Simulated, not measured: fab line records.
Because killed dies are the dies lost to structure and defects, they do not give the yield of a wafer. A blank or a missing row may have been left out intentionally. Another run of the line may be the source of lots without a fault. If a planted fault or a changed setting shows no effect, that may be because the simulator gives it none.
fab line records	flow rit_cmos
[record] lots = 5	wafers = 15	last_day = 7
route steps=202 shown PLDD@119 SPACER@125 NSD@131 PSD@142 SDANNEAL@153
lots with no fault: from the same line, run without faults
start_h: start of the lot's first displayed wafer, in hours after the record's first day	wait_h: hours elapsed since this lot's preceding step	" identical to the entry in the row above	L1.1+2: one row covering several wafers at once	- no value, or no start was given	* or withheld: withheld	< > ~ a bound
route shown NAME@n: names a module that has steps shown in the file, with the first one's number in the route	usual: mean/standard deviation taken from wafers without a fault	same: alike in all rows	chamber/n: place in a boat	sites: per-site readings	_std_site: standard deviation across them	_edge_site: the outer-site mean with the inner-site mean subtracted	radius_mm: how far each site lies from the wafer's centre	mask NAME#n: copy n	behind: the last tool/chamber to shape the wafer	hold: why the lot was held/for how many hours/how that ended	device: which transistor (n, p or np) failed to switch	end of line: tests run on the same wafers once the route is complete	a step given without rows: its recipe and nothing more	killed: not the wafer's yield, but the dies lost to structure and defects at the first sort	map: the dies of a wafer, with x for killed, . for not killed, _ for no die there
set.NAME: the setting as run; set.NAME@STEP: as run at that earlier step	model.NAME: the simulator's own value behind a step, which no gauge read
lots seen at some steps along the route; tables by step, rows by wafer
services: from which hour (start_h, from the record's first day; less than 0 if before it) a tool's chamber was out of use, for how many hours, and why
[[steps]]
[step RIT_PLDD_DEVELOP_05]
[recipe] resist = NOVOLAK	develop_time_s = 50	dev_temp_c = 23
lot.wafer	tool	chamber	start_h	wait_h
L079.2+3+5	litho_track-01	0	-	-
L082.2+3+5	litho_track-01	0	-	-
L090.3+4+5	litho_track-01	0	-	-
L096.3+4+6	litho_track-03	0	-	-
L097.1+5+6	litho_track-02	0	-	-
[step RIT_PLDD_OVL_MEAS_06]
[usual] PLDD_OVL = -0.3/1.3
lot.wafer	tool	chamber	start_h	wait_h	PLDD_OVL[nm]
L079.2	overlay-02	-	76.68	-	0.8
L079.3	"	-	"	"	1.4
L079.5	"	-	"	"	-0.2
L082.2	overlay-01	-	91.06	-	-2.2
L082.3	"	-	"	"	-1.8
L082.5	"	-	"	"	0.2
L090.3	overlay-02	-	128.63	-	-0.9
L090.4	"	-	"	"	-2.2
L090.5	"	-	"	"	0.9
L096.3	overlay-02	-	161.26	-	0.8
L096.4	"	-	"	"	3.0
L096.6	"	-	"	"	-0.2
L097.1	overlay-02	-	163.66	-	-1.1
L097.5	"	-	"	"	-0.9
L097.6	"	-	"	"	-0.4
[step RIT_PLDD_HARDBAKE_07]
[recipe] resist = NOVOLAK	temp_c = 140	time_s = 60
lot.wafer	tool	chamber	start_h	wait_h
L079.2+3+5	litho_track-01	0	76.73	0.0
L082.2+3+5	litho_track-01	0	91.12	0.0
L090.3+4+5	litho_track-03	0	128.79	0.2
L096.3+4+6	litho_track-02	0	161.34	0.1
L097.1+5+6	litho_track-03	0	163.69	0.0
[step RIT_PLDD_IMPLANT_08]
[recipe] species = BF2	energy_kev = 20	dose_cm2 = 9e+14	tilt_deg = 7
lot.wafer	tool	chamber	start_h	wait_h
L079.2+3+5	implanter-02	0	76.88	0.1
L082.2+3+5	implanter-03	0	91.27	0.1
L090.3+4+5	implanter-02	0	128.94	0.1
L096.3+4+6	implanter-03	0	161.49	0.1
L097.1+5+6	implanter-02	0	163.84	0.1
[step RIT_PLDD_STRIP_09]
[recipe] chemistry = O2	time_s = 180	resist = NOVOLAK	platen_temp_c = withheld	power_w = 500	pressure_mtorr = 4000	o2_flow_sccm = 4000
[usual] drypump_motor_current_A = 6.0/0.32	o2_flow_sccm = 3998/11
lot.wafer	tool	chamber	start_h	wait_h	drypump_motor_current_A	o2_flow_sccm	rf_hours_counter_h
L079.2	plasma_asher-04	1	77.01	0.1	5.7	4007	45
L079.3	"	0	"	"	6.4	4004	-
L079.5	"	0	"	"	6.4	3988	-
L082.2	plasma_asher-01	0	91.39	0.1	5.2	3994	45
L082.3	"	0	"	"	5.2	4004	-
L082.5	"	0	"	"	5.2	4005	-
L090.3	plasma_asher-04	1	129.15	0.2	5.7	4002	-
L090.4	"	0	"	"	6.4	3976	-
L090.5	"	1	"	"	5.7	4014	-
L096.3	plasma_asher-01	0	161.65	0.1	5.2	3986	-
L096.4	"	1	"	"	6.1	3999	-
L096.6	"	0	"	"	5.2	3993	-
L097.1	plasma_asher-04	1	163.99	0.1	5.7	3996	55
L097.5	"	1	"	"	5.7	3995	-
L097.6	"	0	"	"	6.4	3997	-
[step RIT_PLDD_TW_MEAS_10]
[usual] PLDD_TW = 2353/16
lot.wafer	tool	chamber	start_h	wait_h	PLDD_TW
L079.2	film_metro-03	-	77.19	0.1	2382
L079.3	"	-	"	"	2373
L079.5	"	-	"	"	2369
L082.2	film_metro-03	-	91.58	0.1	2371
L082.3	"	-	"	"	2372
L082.5	"	-	"	"	2376
L090.3	film_metro-02	-	129.29	0.1	2340
L090.4	"	-	"	"	2343
L090.5	"	-	"	"	2354
L096.3	film_metro-04	-	161.78	0.1	2362
L096.4	"	-	"	"	2352
L096.6	"	-	"	"	2353
L097.1	film_metro-02	-	164.17	0.1	2343
L097.5	"	-	"	"	2347
L097.6	"	-	"	"	2334
[step RIT_SPACER_CLEAN_00]
[recipe] chemistry = SC1	mix = 3:3:50	time_s = 600	temp_c = 75
lot.wafer	tool	chamber	start_h	wait_h
L079.2+3+5	wet_bench-02	3	77.24	0.0
L082.2+3+5	wet_bench-02	0	91.63	0.0
L090.3+4+5	wet_bench-04	2	129.33	0.0
L096.3+4+6	wet_bench-04	2	161.82	0.0
L097.1+5+6	wet_bench-02	2	164.23	0.1
[step RIT_SPACER_CLEAN_01]
[recipe] chemistry = dHF	dilution = 50:1	time_s = 30
lot.wafer	tool	chamber	start_h	wait_h
L079.2+3+5	wet_bench-03	1	77.42	0.0
L082.2+3+5	wet_bench-03	3	91.80	0.0
L090.3+4+5	wet_bench-03	1	129.50	0.0
L096.3+4+6	wet_bench-02	3	162.01	0.0
L097.1+5+6	wet_bench-03	1	164.40	0.0
[step RIT_SPACER_CLEAN_02]
[recipe] chemistry = SC2	mix = 3:3:50	time_s = 600	temp_c = 75	dry = n2_spin
lot.wafer	tool	chamber	start_h	wait_h
L079.2+3+5	wet_bench-04	0	77.43	0.0
L082.2+3+5	wet_bench-02	3	91.82	0.0
L090.3+4+5	wet_bench-02	1	129.52	0.0
L096.3+4+6	wet_bench-03	3	162.03	0.0
L097.1+5+6	wet_bench-04	1	164.42	0.0
[step RIT_SPACER_CVD_03]
[recipe] material = Si3N4	target_thk_nm = 250	temp_c = 810	precursor = SiH2Cl2/NH3	time_s = 3300	pressure_mtorr = 300	sih2cl2_flow_sccm = 60	nh3_flow_sccm = 150
[usual] spike_tc_load_C = 832.1/2	zone_power_load_pct = 22.1/1.6
lot.wafer	tool	chamber	start_h	wait_h	spike_tc_load_C	zone_power_load_pct
L079.2	lpcvd-01	1	77.61	0.0	832.6	20.8
L079.3	"	1	"	"	832.0	20.7
L079.5	"	1	"	"	831.5	20.7
L082.2	lpcvd-01	1	91.99	0.0	832.1	20.7
L082.3	"	1	"	"	832.1	20.9
L082.5	"	1	"	"	834.7	20.5
L090.3	lpcvd-01	1	130.38	0.7	833.6	21.0
L090.4	"	1	"	"	834.5	21.0
L090.5	"	1	"	"	831.6	21.1
L096.3	lpcvd-02	1	162.21	0.0	833.8	23.8
L096.4	"	1	"	"	832.6	23.7
L096.6	"	1	"	"	834.5	24.5
L097.1	lpcvd-02	0	164.61	0.0	834.1	19.2
L097.5	"	0	"	"	834.4	19.6
L097.6	"	0	"	"	833.0	19.2
[step RIT_SPACER_THK_MEAS_04]
[recipe] reads = Si3N4_of_SPACER_CVD_03
[usual] SPACER_NITRIDE_THK = 249.3/2.1
lot.wafer	tool	chamber	start_h	wait_h	SPACER_NITRIDE_THK[nm]
L079.2	film_metro-03	-	80.49	0.0	247.9
L079.3	"	-	"	"	248.4
L079.5	"	-	"	"	247.6
L082.2	film_metro-03	-	93.92	0.0	252.7
L082.3	"	-	"	"	252.2
L082.5	"	-	"	"	254.1
L090.3	film_metro-04	-	132.32	0.0	248.3
L090.4	"	-	"	"	249.5
L090.5	"	-	"	"	251.2
L096.3	film_metro-03	-	164.14	0.0	249.8
L096.4	"	-	"	"	249.4
L096.6	"	-	"	"	248.2
L097.1	film_metro-01	-	166.53	0.0	249.1
L097.5	"	-	"	"	249.0
L097.6	"	-	"	"	249.4
[step RIT_SPACER_ETCHBACK_05]
[recipe] target_depth_a = 2500	SF6_flow_sccm = 30	CHF3_flow_sccm = 30	target = Si3N4	chemistry = SF6/CHF3	pressure_mtorr = 40	rf_w = 250	time_s = 240	stop_on = SiO2
[usual] drypump_motor_current_A = 5.9/0.54	oes_product_au = 0.838/0.015	throttle_valve_pct = 10.21/0.14
lot.wafer	tool	chamber	start_h	wait_h	drypump_motor_current_A	oes_product_au	rf_hours_counter_h	throttle_valve_pct
L079.2	rie_diel-02	0	80.54	0.0	4.7	0.838	85	10.23
L079.3	"	1	"	"	5.7	0.828	6	10.30
L079.5	"	3	"	"	5.3	0.815	-	10.37
L082.2	rie_diel-02	2	93.97	0.0	5.8	0.834	4	10.21
L082.3	"	0	"	"	4.7	0.855	86	10.22
L082.5	"	3	"	"	5.3	0.845	-	10.36
L090.3	rie_diel-02	2	132.36	0.0	5.8	0.805	5	10.21
L090.4	"	3	"	"	5.4	0.823	5	10.36
L090.5	"	1	"	"	5.6	0.830	-	10.30
L096.3	rie_diel-03	1	164.18	0.0	6.0	0.838	5	10.01
L096.4	"	0	"	"	6.7	0.852	30	10.09
L096.6	"	3	"	"	6.3	0.836	-	10.47
L097.1	rie_diel-02	3	166.59	0.1	5.4	0.825	6	10.36
L097.5	"	2	"	"	5.8	0.820	-	10.21
L097.6	"	3	"	"	5.4	0.824	-	10.35
[step RIT_NSD_HMDS_00]
[recipe] prime_time_s = 60	prime_temp_c = 140
lot.wafer	tool	chamber	start_h	wait_h
L079.2+3+5	litho_track-04	0	80.72	0.1
L082.2+3+5	litho_track-01	0	94.15	0.1
L090.3+4+5	litho_track-01	0	132.56	0.1
L096.3+4+6	litho_track-01	0	164.38	0.1
L097.1+5+6	litho_track-03	0	166.74	0.1
[step RIT_NSD_COAT_01]
[recipe] resist = NOVOLAK	spin_rpm = 3250	resist_thk_nm = 1000
lot.wafer	tool	chamber	start_h	wait_h
L079.2+3+5	litho_track-04	0	80.87	0.1
L082.2+3+5	litho_track-01	0	94.30	0.1
L090.3+4+5	litho_track-01	0	132.71	0.1
L096.3+4+6	litho_track-01	0	164.53	0.1
L097.1+5+6	litho_track-03	0	166.89	0.1
[step RIT_NSD_SOFTBAKE_02]
[recipe] resist = NOVOLAK	temp_c = 90	time_s = 60
lot.wafer	tool	chamber	start_h	wait_h
L079.2+3+5	litho_track-04	0	81.02	0.1
L082.2+3+5	litho_track-01	0	94.45	0.1
L090.3+4+5	litho_track-01	0	132.86	0.1
L096.3+4+6	litho_track-01	0	164.68	0.1
L097.1+5+6	litho_track-03	0	167.04	0.1
[step RIT_NSD_EXPOSE_03]
[recipe] mask_id = M9	na = 0.57	target_cd_nm = 40700	dose_mj = 250
lot.wafer	tool	chamber	start_h	wait_h	mask
L079.2+3+5	iline_stepper-02	0	81.16	0.1	M9#0
L082.2+3+5	iline_stepper-02	0	94.59	0.1	M9#0
L090.3+4+5	iline_stepper-01	0	133.12	0.2	M9#0
L096.3+4+6	iline_stepper-02	0	164.95	0.2	M9#0
L097.1+5+6	iline_stepper-01	0	167.31	0.2	M9#0
[step RIT_NSD_PEB_04]
[recipe] resist = NOVOLAK	temp_c = withheld	time_s = withheld
lot.wafer	tool	chamber	start_h	wait_h
L079.2+3+5	litho_track-03	0	81.28	0.1
L082.2+3+5	litho_track-04	0	94.71	0.1
L090.3+4+5	litho_track-01	0	133.25	0.1
L096.3+4+6	litho_track-01	0	165.07	0.1
L097.1+5+6	litho_track-04	0	167.43	0.1
[step RIT_NSD_DEVELOP_05]
[recipe] resist = NOVOLAK	develop_time_s = 50	dev_temp_c = 23
lot.wafer	tool	chamber	start_h	wait_h
L079.2+3+5	litho_track-03	0	-	-
L082.2+3+5	litho_track-04	0	-	-
L090.3+4+5	litho_track-01	0	-	-
L096.3+4+6	litho_track-01	0	-	-
L097.1+5+6	litho_track-04	0	-	-
[step RIT_NSD_OVL_MEAS_06]
[usual] NSD_OVL = -0.6/1.2
lot.wafer	tool	chamber	start_h	wait_h	NSD_OVL[nm]
L079.2	overlay-01	-	81.55	-	1.0
L079.3	"	-	"	"	-0.7
L079.5	"	-	"	"	-0.9
L082.2	overlay-01	-	94.98	-	-1.5
L082.3	"	-	"	"	0.4
L082.5	"	-	"	"	0.3
L090.3	overlay-01	-	133.50	-	-2.5
L090.4	"	-	"	"	0.1
L090.5	"	-	"	"	0.1
L096.3	overlay-02	-	165.32	-	-0.5
L096.4	"	-	"	"	0.9
L096.6	"	-	"	"	-2.0
L097.1	overlay-01	-	167.71	-	-0.5
L097.5	"	-	"	"	-1.7
L097.6	"	-	"	"	0.0
[step RIT_NSD_HARDBAKE_07]
[recipe] resist = NOVOLAK	temp_c = 140	time_s = 60
lot.wafer	tool	chamber	start_h	wait_h
L079.2+3+5	litho_track-01	0	81.60	0.0
L082.2+3+5	litho_track-04	0	95.03	0.0
L090.3+4+5	litho_track-01	0	133.57	0.1
L096.3+4+6	litho_track-01	0	165.39	0.1
L097.1+5+6	litho_track-03	0	167.75	0.0
[step RIT_NSD_IMPLANT_08]
[recipe] species = P	energy_kev = 25	dose_cm2 = 1e+15	tilt_deg = 7
lot.wafer	tool	chamber	start_h	wait_h
L079.2+3+5	implanter-01	0	81.75	0.1
L082.2+3+5	implanter-01	0	95.18	0.1
L090.3+4+5	implanter-03	0	133.72	0.1
L096.3+4+6	implanter-01	0	165.54	0.1
L097.1+5+6	implanter-01	0	167.90	0.1
[step RIT_NSD_STRIP_09]
[recipe] chemistry = O2	time_s = 180	resist = NOVOLAK	platen_temp_c = withheld	power_w = 500	pressure_mtorr = 4000	o2_flow_sccm = 4000
[usual] drypump_motor_current_A = 5.8/0.42	o2_flow_sccm = 3999/12
lot.wafer	tool	chamber	start_h	wait_h	drypump_motor_current_A	o2_flow_sccm	rf_hours_counter_h
L079.2	plasma_asher-03	0	81.88	0.1	5.9	4010	39
L079.3	"	0	"	"	5.8	4011	-
L079.5	"	0	"	"	5.8	3997	-
L082.2	plasma_asher-03	1	95.31	0.1	5.2	3990	41
L082.3	"	1	"	"	5.2	4001	-
L082.5	"	0	"	"	5.8	4015	-
L090.3	plasma_asher-04	0	133.88	0.1	6.3	3997	-
L090.4	"	1	"	"	5.8	4006	-
L090.5	"	1	"	"	5.7	3996	-
L096.3	plasma_asher-01	1	165.70	0.1	6.1	4013	-
L096.4	"	0	"	"	5.2	4009	-
L096.6	"	0	"	"	5.2	3994	-
L097.1	plasma_asher-03	0	168.05	0.1	5.9	3999	49
L097.5	"	1	"	"	5.2	4001	-
L097.6	"	0	"	"	5.8	3987	-
[step RIT_NSD_TW_MEAS_10]
[usual] NSD_TW = 3140/18
lot.wafer	tool	chamber	start_h	wait_h	NSD_TW
L079.2	film_metro-03	-	82.06	0.1	3159
L079.3	"	-	"	"	3182
L079.5	"	-	"	"	3156
L082.2	film_metro-02	-	95.49	0.1	3120
L082.3	"	-	"	"	3121
L082.5	"	-	"	"	3122
L090.3	film_metro-03	-	134.02	0.1	3135
L090.4	"	-	"	"	3137
L090.5	"	-	"	"	3128
L096.3	film_metro-04	-	165.84	0.1	3131
L096.4	"	-	"	"	3147
L096.6	"	-	"	"	3141
L097.1	film_metro-03	-	168.22	0.1	3153
L097.5	"	-	"	"	3153
L097.6	"	-	"	"	3149
[step RIT_PSD_HMDS_00]
[recipe] prime_time_s = 60	prime_temp_c = 140
lot.wafer	tool	chamber	start_h	wait_h
L079.2+3+5	litho_track-02	0	82.14	0.1
L082.2+3+5	litho_track-02	0	95.67	0.2
L090.3+4+5	litho_track-02	0	134.11	0.1
L096.3+4+6	litho_track-02	0	165.93	0.1
L097.1+5+6	litho_track-04	0	168.28	0.1
[step RIT_PSD_COAT_01]
[recipe] resist = NOVOLAK	spin_rpm = 3250	resist_thk_nm = 1000
lot.wafer	tool	chamber	start_h	wait_h
L079.2+3+5	litho_track-02	0	82.29	0.1
L082.2+3+5	litho_track-02	0	95.82	0.1
L090.3+4+5	litho_track-02	0	134.26	0.1
L096.3+4+6	litho_track-02	0	166.08	0.1
L097.1+5+6	litho_track-04	0	168.43	0.1
[step RIT_PSD_SOFTBAKE_02]
[recipe] resist = NOVOLAK	temp_c = 90	time_s = 60
lot.wafer	tool	chamber	start_h	wait_h
L079.2+3+5	litho_track-02	0	82.44	0.1
L082.2+3+5	litho_track-02	0	95.97	0.1
L090.3+4+5	litho_track-02	0	134.41	0.1
L096.3+4+6	litho_track-02	0	166.23	0.1
L097.1+5+6	litho_track-04	0	168.58	0.1
[step RIT_PSD_EXPOSE_03]
[recipe] mask_id = M10	na = 0.57	target_cd_nm = 40900	dose_mj = 250
lot.wafer	tool	chamber	start_h	wait_h	mask
L079.2+3+5	iline_stepper-02	0	82.58	0.1	M10#0
L082.2+3+5	iline_stepper-02	0	96.14	0.1	M10#0
L090.3+4+5	iline_stepper-01	0	134.55	0.1	M10#0
L096.3+4+6	iline_stepper-01	0	166.49	0.2	M10#0
L097.1+5+6	iline_stepper-01	0	168.73	0.1	M10#0
[step RIT_PSD_PEB_04]
[recipe] resist = NOVOLAK	temp_c = withheld	time_s = withheld
lot.wafer	tool	chamber	start_h	wait_h
L079.2+3+5	litho_track-01	0	82.70	0.1
L082.2+3+5	litho_track-01	0	96.26	0.1
L090.3+4+5	litho_track-02	0	134.67	0.1
L096.3+4+6	litho_track-04	0	166.62	0.1
L097.1+5+6	litho_track-02	0	168.85	0.1
[step RIT_PSD_DEVELOP_05]
[recipe] resist = NOVOLAK	develop_time_s = 50	dev_temp_c = 23
lot.wafer	tool	chamber	start_h	wait_h
L079.2+3+5	litho_track-01	0	-	-
L082.2+3+5	litho_track-01	0	-	-
L090.3+4+5	litho_track-02	0	-	-
L096.3+4+6	litho_track-04	0	-	-
L097.1+5+6	litho_track-02	0	-	-
[step RIT_PSD_OVL_MEAS_06]
[usual] PSD_OVL = 0.2/1.1
lot.wafer	tool	chamber	start_h	wait_h	PSD_OVL[nm]
L079.2	overlay-01	-	82.97	-	0.0
L079.3	"	-	"	"	-1.2
L079.5	"	-	"	"	-1.0
L082.2	overlay-02	-	96.52	-	-0.7
L082.3	"	-	"	"	0.0
L082.5	"	-	"	"	-0.7
L090.3	overlay-01	-	134.92	-	-1.6
L090.4	"	-	"	"	-0.9
L090.5	"	-	"	"	-0.1
L096.3	overlay-01	-	166.87	-	-1.6
L096.4	"	-	"	"	0.1
L096.6	"	-	"	"	-1.2
L097.1	overlay-02	-	169.13	-	-0.1
L097.5	"	-	"	"	-0.5
L097.6	"	-	"	"	0.3
[step RIT_PSD_HARDBAKE_07]
[recipe] resist = NOVOLAK	temp_c = 140	time_s = 60
lot.wafer	tool	chamber	start_h	wait_h
L079.2+3+5	litho_track-04	0	83.02	0.0
L082.2+3+5	litho_track-01	0	96.58	0.0
L090.3+4+5	litho_track-02	0	134.99	0.1
L096.3+4+6	litho_track-02	0	166.94	0.1
L097.1+5+6	litho_track-01	0	169.17	0.0
[step RIT_PSD_IMPLANT_08]
[recipe] species = BF2	energy_kev = 27	dose_cm2 = 5e+15	tilt_deg = 7
lot.wafer	tool	chamber	start_h	wait_h
L079.2+3+5	implanter-04	0	83.17	0.1
L082.2+3+5	implanter-03	0	96.73	0.1
L090.3+4+5	implanter-03	0	135.14	0.1
L096.3+4+6	implanter-03	0	167.09	0.1
L097.1+5+6	implanter-03	0	169.32	0.1
[step RIT_PSD_STRIP_09]
[recipe] chemistry = O2	time_s = 180	resist = NOVOLAK	platen_temp_c = withheld	power_w = 500	pressure_mtorr = 4000	o2_flow_sccm = 4000
[usual] drypump_motor_current_A = 5.8/0.39	o2_flow_sccm = 4001/11
lot.wafer	tool	chamber	start_h	wait_h	drypump_motor_current_A	o2_flow_sccm	rf_hours_counter_h
L079.2	plasma_asher-03	0	83.30	0.1	5.8	4013	40
L079.3	"	1	"	"	5.2	3998	-
L079.5	"	1	"	"	5.2	4005	-
L082.2	plasma_asher-04	0	96.85	0.1	6.4	3991	47
L082.3	"	0	"	"	6.4	3967	-
L082.5	"	1	"	"	5.7	4011	-
L090.3	plasma_asher-02	0	135.30	0.1	6.2	3988	-
L090.4	"	1	"	"	5.7	4003	-
L090.5	"	0	"	"	6.2	3994	-
L096.3	plasma_asher-02	0	167.25	0.1	6.2	3995	-
L096.4	"	1	"	"	5.8	3997	-
L096.6	"	0	"	"	6.2	3995	-
L097.1	plasma_asher-04	0	169.47	0.1	6.4	4005	56
L097.5	"	1	"	"	5.8	4015	-
L097.6	"	0	"	"	6.4	4018	-
[step RIT_PSD_TW_MEAS_10]
[usual] PSD_TW = 3440/20
lot.wafer	tool	chamber	start_h	wait_h	PSD_TW
L079.2	film_metro-02	-	83.48	0.1	3426
L079.3	"	-	"	"	3435
L079.5	"	-	"	"	3425
L082.2	film_metro-04	-	97.04	0.1	3448
L082.3	"	-	"	"	3450
L082.5	"	-	"	"	3459
L090.3	film_metro-03	-	135.44	0.1	3450
L090.4	"	-	"	"	3437
L090.5	"	-	"	"	3454
L096.3	film_metro-04	-	167.38	0.1	3453
L096.4	"	-	"	"	3451
L096.6	"	-	"	"	3434
L097.1	film_metro-02	-	169.64	0.1	3436
L097.5	"	-	"	"	3435
L097.6	"	-	"	"	3446
[step RIT_SDANNEAL_CLEAN_00]
[recipe] chemistry = SC1	mix = 3:3:50	time_s = 600	temp_c = 75
lot.wafer	tool	chamber	start_h	wait_h
L079.2+3+5	wet_bench-02	0	83.53	0.0
L082.2+3+5	wet_bench-02	1	97.09	0.0
L090.3+4+5	wet_bench-02	0	135.48	0.0
L096.3+4+6	wet_bench-02	2	167.42	0.0
L097.1+5+6	wet_bench-04	3	169.70	0.1
[step RIT_SDANNEAL_CLEAN_01]
[recipe] chemistry = dHF	dilution = 50:1	time_s = 30
lot.wafer	tool	chamber	start_h	wait_h
L079.2+3+5	wet_bench-01	2	83.71	0.0
L082.2+3+5	wet_bench-04	0	97.26	0.0
L090.3+4+5	wet_bench-01	1	135.65	0.0
L096.3+4+6	wet_bench-04	1	167.60	0.0
L097.1+5+6	wet_bench-01	0	169.88	0.0
[[services]]
tool	chamber	start_h	hours	kind
implanter-02	-	55.93	1.3	repair
wet_bench-03	-	57.75	1.9	pm
rie_diel-02	-	60.94	14.6	pm
rie_diel-03	2	61.42	4.9	repair
wet_bench-01	-	64.67	2.7	repair
rie_diel-02	-	75.54	2.8	pm
plasma_asher-01	-	75.98	2.8	pm
implanter-01	-	78.59	2.9	repair
rie_diel-02	1	81.31	9.3	repair
rie_diel-03	3	84.93	2.0	repair
iline_stepper-01	-	88.92	28.9	pm
plasma_asher-03	-	102.96	1.5	repair
implanter-04	-	105.12	3.6	repair
plasma_asher-01	-	108.75	9.0	pm
rie_diel-03	2	118.76	4.0	repair
plasma_asher-02	-	119.58	1.3	repair
wet_bench-03	-	121.45	1.7	repair
plasma_asher-01	-	123.57	7.8	repair
implanter-04	-	125.82	2.4	pm
wet_bench-03	-	154.33	1.4	repair
implanter-01	-	155.77	4.3	pm
rie_diel-02	3	161.95	4.0	repair
rie_diel-02	0	163.43	2.5	repair
implanter-02	-	166.85	2.8	repair
[[key]]
fault none
